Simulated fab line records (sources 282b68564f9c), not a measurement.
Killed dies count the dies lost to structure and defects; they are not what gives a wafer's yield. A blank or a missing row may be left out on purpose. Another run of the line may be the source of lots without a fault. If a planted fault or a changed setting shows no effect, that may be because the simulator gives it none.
Which tool was responsible?	flow rit cmos	15 lots with 45 wafers sampled at 3 steps, on a route of 202 steps

## WHAT THE GAUGES READ, wafer by wafer
RIT_NSD_TW_MEAS_10. Usual: for NSD_TW the level is 3099 and the standard deviation is 37.
lot	measured	on	NSD_TW	flag
L476	day 3 00:07	film metro-01	3144 3154 3157	
L477	day 3 08:29	film metro-01	3134 3143 3151	
L478	day 3 15:43	film metro-02	3096 3090 3080	
L479	day 3 21:38	film metro-02	3100 3093 3092	
L480	day 4 01:24	film metro-02	3090 3108 3106	
L481	day 4 04:46	film metro-01	3114 3142 3116	
L482	day 4 14:21	film metro-02	3524 3522 3503	OFF
L484	day 4 22:24	film metro-04	3061 3047 3041	
L485	day 4 23:18	film metro-01	3555 3532 3551	OFF
L489	day 5 21:16	film metro-04	3052 3050 3042	
L491	day 6 08:56	film metro-01	3547 3526 3507	OFF
L494	day 6 19:01	film metro-02	3137 3117 3123	
L495	day 7 04:42	film metro-02	3108 3127 3128	
L497	day 7 10:22	film metro-04	3045 3041 3029	
L498	day 7 15:47	film metro-01	3117 3114 3111	

RIT_SDANNEAL_RS_MEAS_05: the measuring method here is four-point-probe. Usual: for NSD_RS the level is 84.6 ohm/sq and the standard deviation is 0.3.
lot	measured	on	NSD_RS (ohm/sq)	flag
L476	day 3 02:16	film metro-04	83.9 84.1 83.9	
L477	day 3 10:38	film metro-01	84.3 84.8 84.8	
L478	day 3 17:52	film metro-04	84.8 84.8 84.8	
L479	day 3 23:40	film metro-04	84.9 85.1 85.0	
L480	day 4 03:34	film metro-02	85.3 85.0 85.3	
L481	day 4 06:55	film metro-04	84.7 84.7 84.4	
L482	day 4 16:27	film metro-04	52.4 52.4 52.4	OFF
L484	day 5 00:46	film metro-01	84.5 84.8 84.6	
L485	day 5 01:39	film metro-02	52.3 52.3 52.3	OFF
L489	day 5 23:35	film metro-04	84.9 84.8 85.0	
L491	day 6 11:16	film metro-02	52.3 52.0 52.1	OFF
L494	day 6 21:05	film metro-01	84.3 84.6 84.4	
L495	day 7 06:49	film metro-01	85.1 84.9 84.9	
L497	day 7 12:32	film metro-01	84.8 85.2 84.9	
L498	day 7 17:58	film metro-04	84.4 84.5 84.7	

## EACH LOT AND THE TOOL THAT RAN IT (in order: tool; ch and the chambers of the sampled wafers; start)
lot	RIT_NSD_IMPLANT_08
L476	implanter-02 ch 0, day 2 23:48
L477	implanter-01 ch 0, day 3 08:10
L478	implanter-02 ch 0, day 3 15:25
L479	implanter-02 ch 0, day 3 21:19
L480	implanter-02 ch 0, day 4 01:07
L481	implanter-01 ch 0, day 4 04:27
L482	implanter-01 ch 0, day 4 13:44
L484	implanter-01 ch 0, day 4 22:05
L485	implanter-02 ch 0, day 4 22:41
L489	implanter-01 ch 0, day 5 20:58
L491	implanter-01 ch 0, day 6 08:20
L494	implanter-03 ch 0, day 6 18:42
L495	implanter-02 ch 0, day 7 04:22
L497	implanter-01 ch 0, day 7 10:05
L498	implanter-03 ch 0, day 7 15:29
- RIT_NSD_IMPLANT_08

## AS READ BY THE TOOLS THEMSELVES (means over the sampled wafers that have a number; for cases with no such wafer, the mark the record gives instead)
RIT_NSD_IMPLANT_08. Usual: dose ions cm2 reads 1e+15 (standard deviation 1.1e+12).
lot	tool	dose ions cm2	flag
L476	implanter-02	1e+15	
L477	implanter-01	1e+15	
L478	implanter-02	1e+15	
L479	implanter-02	1e+15	
L480	implanter-02	1e+15	
L481	implanter-01	1e+15	
L482	implanter-01	1e+15	
L484	implanter-01	1e+15	
L485	implanter-02	1e+15	
L489	implanter-01	1e+15	
L491	implanter-01	1e+15	
L494	implanter-03	1e+15	
L495	implanter-02	1e+15	
L497	implanter-01	1e+15	
L498	implanter-03	1e+15	

## THE ANSWER, worked out from the rows above alone
Rule: lot off if the mean of its wafers having a number is beyond 3 standard deviations from the usual mean. A lot without any number at a reading at which 4 lots or more have one is off too. All remaining lots with rows at the step are treated as sound. First the gauges in route order, then the tools' own readings, where a lot's mean is used as printed above. The first step at which some lot is off is used, and at that step the reading that is off furthest; a lot without a number counts as furthest.
Off: L482, L485, L491, seen at RIT_NSD_TW_MEAS_10 (NSD_TW).
A tool fits if, at a process step before that reading, it ran every lot that is off, and no sound lot after the first of them. The gauges at RIT_NSD_TW_MEAS_10 are tried like those tools. No candidate that was tried fits.

## WHAT THE SIMULATOR HAD INSERTED
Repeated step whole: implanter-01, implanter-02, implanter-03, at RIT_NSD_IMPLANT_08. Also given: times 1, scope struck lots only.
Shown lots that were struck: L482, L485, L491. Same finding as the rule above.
